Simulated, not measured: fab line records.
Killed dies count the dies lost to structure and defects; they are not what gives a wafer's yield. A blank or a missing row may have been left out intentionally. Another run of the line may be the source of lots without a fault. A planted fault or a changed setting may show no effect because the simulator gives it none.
Split-lot experiment -- flow ritCmos -- on a route of 202 steps: 5 lots, 23 wafers read

== ABOUT THE SPLIT ==
At RIT_NRETRO_IMPLANT_08, the setting energyKev was moved away from the recipe's 70 on 7 of the 23 wafers read, by -2.4% to +4.7%. This setting was run at the recipe's value on the other wafers.

The reading is taken at the split's own step.

== THE READING ==
The simulator's own value implant.drpNm, read by no gauge, in nm at RIT_NRETRO_IMPLANT_08. There is no usual value for it anywhere in the file.

wafer,"tool, chamber at the split",energyKev as run,against the recipe,"implant.drpNm, nm",against lot-mates on the recipe
L074.1,"implanter-04, 0",73.31,+4.7%,35.28,+1.34
L074.6,"implanter-04, 0",73.31,+4.7%,35.28,+1.34
L074.2,"implanter-04, 0",70,recipe,33.94,-
L074.3,"implanter-04, 0",70,recipe,33.94,-
L074.5,"implanter-04, 0",70,recipe,33.94,-
L075.1,"implanter-03, 0",70,recipe,33.94,-
L075.2,"implanter-03, 0",70,recipe,33.94,-
L075.3,"implanter-03, 0",70,recipe,33.94,-
L075.5,"implanter-03, 0",70,recipe,33.94,-
L075.6,"implanter-03, 0",70,recipe,33.94,-
L077.1,"implanter-01, 0",70,recipe,33.94,-
L077.2,"implanter-01, 0",70,recipe,33.94,-
L077.4,"implanter-01, 0",70,recipe,33.94,-
L077.3,"implanter-01, 0",68.33,-2.4%,33.25,-0.69
L077.5,"implanter-01, 0",68.33,-2.4%,33.25,-0.69
L083.1,"implanter-04, 0",70,recipe,33.94,-
L083.4,"implanter-04, 0",70,recipe,33.94,-
L083.5,"implanter-04, 0",70,recipe,33.94,-
L085.1,"implanter-03, 0",68.43,-2.2%,33.29,-0.65
L085.2,"implanter-03, 0",68.43,-2.2%,33.29,-0.65
L085.5,"implanter-03, 0",68.43,-2.2%,33.29,-0.65
L085.4,"implanter-03, 0",70,recipe,33.94,-
L085.6,"implanter-03, 0",70,recipe,33.94,-

FIT RESULTS
A straight line over all 23 wafers: implant.drpNm changes by +0.286 nm for each +1% of energyKev; r = +1.00; the points scatter about the line by 0.0046 nm.
The same after taking each lot's own level away (the mean of its wafers on the recipe; 23 wafers): +0.286 nm for each +1%; r = +1.00; scatter 0.0046 nm.
That fit puts the effect of the largest move of energyKev on the reading at 1.4 nm.
The lots' own levels span 33.940 to 33.940 nm.
The two slopes agree, so the slope changes little with the lot-to-lot level.
Check: +1.35 nm against its lot-mates is what the line predicts for one of the wafers moved furthest among these (+4.7%) when that wafer is left out of the fit. Against them it came out at +1.34 nm.

== OTHER SPLITS ON THESE WAFERS ==
Note: prior to the reading, these wafers also went through further splits. Each is held against what the fit with the lots' levels taken away leaves over:
other split on the same wafers,wafers away from the commonest value,r with implant.drpNm (lot level and that fit taken away)
RIT_ACTIVE_CVD_03 pressureMtorr,15,-0.06
RIT_ACTIVE_COAT_06 resistThkNm,6,+0.01
RIT_FOX2_OXIDATION_00 oxTimeS,18,+0.34
RIT_NWELL_COAT_01 resistThkNm,6,+0.17
RIT_NWELL_IMPLANT_08 doseCm2,11,-0.30
RIT_PWELL_HARDBAKE_07 tempC,2,-0.10

== THE WHOLE CHAIN: every reading that the file lists as answering this split, in the file's order ==
step,what it does,reading,change (the file's fit),r (the file's)
RIT_NRETRO_IMPLANT_08,,"implant.rpNm (the simulator's own value, which no gauge read)",+0.88 nm for each +1% of the setting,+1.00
RIT_NRETRO_IMPLANT_08,,"implant.drpNm (the simulator's own value, which no gauge read)",+0.286 nm for each +1% of the setting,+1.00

== THE FILE'S OWN FIT ==
implant.drpNm changes by +0.286 nm for each +1% of energyKev, r = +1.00.
